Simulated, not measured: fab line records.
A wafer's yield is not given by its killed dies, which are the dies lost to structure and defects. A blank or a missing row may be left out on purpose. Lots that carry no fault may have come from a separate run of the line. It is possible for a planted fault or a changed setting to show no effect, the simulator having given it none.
Lot-split experiment ; flow rit-cmos ; 5 lots, 23 wafers read, on a route of 202 steps

== THE SPLIT ==
At RIT_PLDD_IMPLANT_08, the setting dose-cm2 was moved away from the recipe's 9e+14 on 7 of the 23 wafers read, by -6.2% to +2.0%. All remaining wafers had this setting at the recipe value.

== FROM THE SPLIT TO THE READING: what the file shows between them, 8 steps ==
- RIT_PLDD_STRIP_09: strips in O2, time 180 s
- RIT_PLDD_TW_MEAS_10
- RIT_SPACER_CLEAN_00: cleans in SC1, time 600 s
- RIT_SPACER_CVD_03: deposits Si3N4 from SiH2Cl2/NH3, target thk 250 nm, time 3300 s (also split here: pressure-mtorr)
- RIT_SPACER_THK_MEAS_04
- RIT_SPACER_ETCHBACK_05: etches Si3N4 in SF6/CHF3, stops on SiO2, target depth 250 nm, time 240 s (also split here: time-s)
- RIT_PSD_IMPLANT_08 (also split here: dose-cm2)
- RIT_SDANNEAL_RTA_03: time 5 s (also split here: time-s)

== THE READING ==
PLDD_RS (ohm/sq), read at RIT_SDANNEAL_RS_MEAS_06 with a four-point probe. Typical for fault-free wafers on this fab line: 178.5 ohm/sq, with standard deviation 0.52 ohm/sq.

wafer;tool, chamber at the split;dose-cm2 as run;against the recipe;PLDD_RS, ohm/sq;against lot-mates on the recipe
L074.1;implanter-02, 0;9e+14;recipe;178.9;-
L074.2;implanter-02, 0;9e+14;recipe;179.3;-
L074.5;implanter-02, 0;9e+14;recipe;179.1;-
L075.1;implanter-04, 0;9e+14;recipe;178.3;-
L075.2;implanter-04, 0;9e+14;recipe;177.7;-
L075.4;implanter-04, 0;8.439e+14;-6.2%;184.2;+6.3
L075.5;implanter-04, 0;8.439e+14;-6.2%;183.9;+6.0
L075.6;implanter-04, 0;9e+14;recipe;177.8;-
L079.1;implanter-02, 0;9.178e+14;+2.0%;176.4;-1.2
L079.2;implanter-02, 0;9e+14;recipe;178.0;-
L079.4;implanter-02, 0;9e+14;recipe;178.2;-
L079.5;implanter-02, 0;9e+14;recipe;176.7;-
L079.6;implanter-02, 0;9.178e+14;+2.0%;175.4;-2.2
L080.1;implanter-02, 0;8.534e+14;-5.2%;182.6;+4.2
L080.2;implanter-02, 0;9e+14;recipe;178.1;-
L080.4;implanter-02, 0;8.534e+14;-5.2%;182.1;+3.7
L080.5;implanter-02, 0;9e+14;recipe;178.7;-
L080.6;implanter-02, 0;8.534e+14;-5.2%;183.9;+5.5
L085.1;implanter-02, 0;9e+14;recipe;179.0;-
L085.2;implanter-02, 0;9e+14;recipe;177.3;-
L085.3;implanter-02, 0;9e+14;recipe;177.7;-
L085.4;implanter-02, 0;9e+14;recipe;179.4;-
L085.6;implanter-02, 0;9e+14;recipe;179.3;-

THE FIT
A straight line over all 23 wafers: PLDD_RS changes by -0.924 ohm/sq for each +1% of dose-cm2; r = -0.95; the points scatter about the line by 0.77 ohm/sq.
The same after taking each lot's own level away (the mean of its wafers on the recipe; 23 wafers): -0.918 ohm/sq for each +1%; r = -0.97; scatter 0.63 ohm/sq.
That fit puts the effect of the largest move of dose-cm2 on the reading at 5.7 ohm/sq.
The span of the lots' own levels, 177.63 to 179.10 ohm/sq, comes to 2.8 times the standard deviation stated above.
Hence the lot-to-lot level has little effect on the slope; both slopes agree.
Check: for one of the wafers moved furthest among these (-6.2%), held out of the fit, the line's prediction against its lot-mates is +5.56 ohm/sq. Against them it came out at +6.27 ohm/sq.

== ADDITIONAL SPLITS CARRIED BY THESE WAFERS ==
Other splits were also applied to these wafers ahead of the reading. Each is held against what the fit with the lots' levels taken away leaves over:
other split on the same wafers;wafers away from the commonest value;r with PLDD_RS (lot level and that fit taken away)
RIT_REOX_OXIDATION_03 temp-c;18;+0.11
RIT_NLDD_SOFTBAKE_02 time-s;8;+0.15
RIT_SPACER_CVD_03 pressure-mtorr;18;-0.16
RIT_SPACER_ETCHBACK_05 time-s;11;+0.06
RIT_PSD_IMPLANT_08 dose-cm2;9;+0.08
RIT_SDANNEAL_RTA_03 time-s;8;-0.77

== THE WHOLE CHAIN: every reading that the file lists as answering this split, in the file's order ==
step;what it does;reading;change (the file's fit);r (the file's)
RIT_PLDD_TW_MEAS_10;;PLDD_TW;+6.1 for each +1% of the setting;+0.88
RIT_SDANNEAL_RS_MEAS_06;measures by four-point-probe;PLDD_RS;-0.928 for each +1% of the setting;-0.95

== FILE'S OWN FIT ==
PLDD_RS changes by -0.928 ohm/sq for each +1% of dose-cm2, r = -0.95.
